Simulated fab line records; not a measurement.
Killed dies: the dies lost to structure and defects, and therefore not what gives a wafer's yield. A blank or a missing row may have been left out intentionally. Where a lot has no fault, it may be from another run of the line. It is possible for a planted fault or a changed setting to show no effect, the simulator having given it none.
Chamber matching / flow berkeleyCmos170 / 4 sister chambers for UCB170_GATE_ETCH_15 on rieSi-01
The step etches poly-Si in HBr/Cl2, stops on SiO2, time 56.3 s, target depth 278.2 nm. 16 wafers are shown with their chamber, then 8 later ones without.

## WAFERS, EACH WITH ITS CHAMBER
wafer=L192.3; chamber=2; oesProductAu (a.u.)=0.855; runLengthS (s)=84.0; rfFwdPowerW (W)=297.2
wafer=L192.4; chamber=3; oesProductAu (a.u.)=0.827; runLengthS (s)=84.9; rfFwdPowerW (W)=297.8
wafer=L192.6; chamber=3; oesProductAu (a.u.)=0.833; runLengthS (s)=84.7; rfFwdPowerW (W)=298.6
wafer=L195.1; chamber=0; oesProductAu (a.u.)=0.852; runLengthS (s)=83.5; rfFwdPowerW (W)=297.2
wafer=L195.2; chamber=2; oesProductAu (a.u.)=0.857; runLengthS (s)=84.0; rfFwdPowerW (W)=297.7
wafer=L195.6; chamber=1; oesProductAu (a.u.)=0.826; runLengthS (s)=83.5; rfFwdPowerW (W)=297.2
wafer=L196.2; chamber=3; oesProductAu (a.u.)=0.837; runLengthS (s)=85.0; rfFwdPowerW (W)=296.1
wafer=L196.4; chamber=1; oesProductAu (a.u.)=0.839; runLengthS (s)=83.7; rfFwdPowerW (W)=296.1
wafer=L196.5; chamber=0; oesProductAu (a.u.)=0.859; runLengthS (s)=83.9; rfFwdPowerW (W)=296.1
wafer=L199.2; chamber=3; oesProductAu (a.u.)=0.827; runLengthS (s)=84.5; rfFwdPowerW (W)=300.1
wafer=L199.4; chamber=0; oesProductAu (a.u.)=0.849; runLengthS (s)=83.5; rfFwdPowerW (W)=296.7
wafer=L199.5; chamber=0; oesProductAu (a.u.)=0.844; runLengthS (s)=83.9; rfFwdPowerW (W)=295.1
wafer=L201.1; chamber=0; oesProductAu (a.u.)=0.848; runLengthS (s)=83.9; rfFwdPowerW (W)=297.9
wafer=L201.4; chamber=2; oesProductAu (a.u.)=0.858; runLengthS (s)=84.8; rfFwdPowerW (W)=296.9
wafer=L201.6; chamber=3; oesProductAu (a.u.)=0.830; runLengthS (s)=84.6; rfFwdPowerW (W)=298.4
wafer=L210.1; chamber=0; oesProductAu (a.u.)=0.850; runLengthS (s)=83.9; rfFwdPowerW (W)=296.6

SIGNATURES (means of the wafers above)
reading=oesProductAu; chamber 0=0.85033; chamber 1=0.83250; chamber 2=0.85667; chamber 3=0.83080; scatter within a chamber=0.00489
reading=runLengthS; chamber 0=83.767; chamber 1=83.600; chamber 2=84.267; chamber 3=84.740; scatter within a chamber=0.263
reading=rfFwdPowerW; chamber 0=296.600; chamber 1=296.650; chamber 2=297.267; chamber 3=298.200; scatter within a chamber=1.08
Rule: a wafer's distance from a chamber is the root of the sum, over the readings, of the square of ((its reading less the chamber's mean) divided by the reading's scatter). If the next closest chamber is less than 2 further off than the closest, the wafer can't be placed; otherwise it belongs to the closest. The scatter is the square root of a quotient: the sum, over the shown wafers, of each reading's squared deviation from its chamber's mean, divided by wafers minus chambers.

## WAFERS MISSING THEIR CHAMBER
wafer=L210.2; oesProductAu (a.u.)=0.824; runLengthS (s)=84.6; rfFwdPowerW (W)=298.7
wafer=L210.5; oesProductAu (a.u.)=0.854; runLengthS (s)=84.2; rfFwdPowerW (W)=296.5
wafer=L212.2; oesProductAu (a.u.)=0.842; runLengthS (s)=83.9; rfFwdPowerW (W)=296.2
wafer=L212.3; oesProductAu (a.u.)=0.820; runLengthS (s)=83.5; rfFwdPowerW (W)=297.8
wafer=L212.6; oesProductAu (a.u.)=0.863; runLengthS (s)=84.0; rfFwdPowerW (W)=297.5
wafer=L211.1; oesProductAu (a.u.)=0.825; runLengthS (s)=84.6; rfFwdPowerW (W)=297.6
wafer=L211.2; oesProductAu (a.u.)=0.856; runLengthS (s)=84.2; rfFwdPowerW (W)=297.7
wafer=L211.5; oesProductAu (a.u.)=0.853; runLengthS (s)=83.5; rfFwdPowerW (W)=297.8

## WHICH CHAMBER EACH ONE RAN IN
wafer=L210.2; from the rows above=3; in truth=3
wafer=L210.5; from the rows above=can't be placed: 2 or 0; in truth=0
wafer=L212.2; from the rows above=can't be placed: 0 or 1 or 2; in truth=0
wafer=L212.3; from the rows above=1; in truth=1
wafer=L212.6; from the rows above=can't be placed: 2 or 0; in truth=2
wafer=L211.1; from the rows above=3; in truth=3
wafer=L211.2; from the rows above=can't be placed: 2 or 0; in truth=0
wafer=L211.5; from the rows above=can't be placed: 0 or 2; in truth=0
Placed correctly: 3 of 8. Unplaceable from these rows: 5, with the true chamber sitting among the candidates in 5. Number placed wrongly: 0.
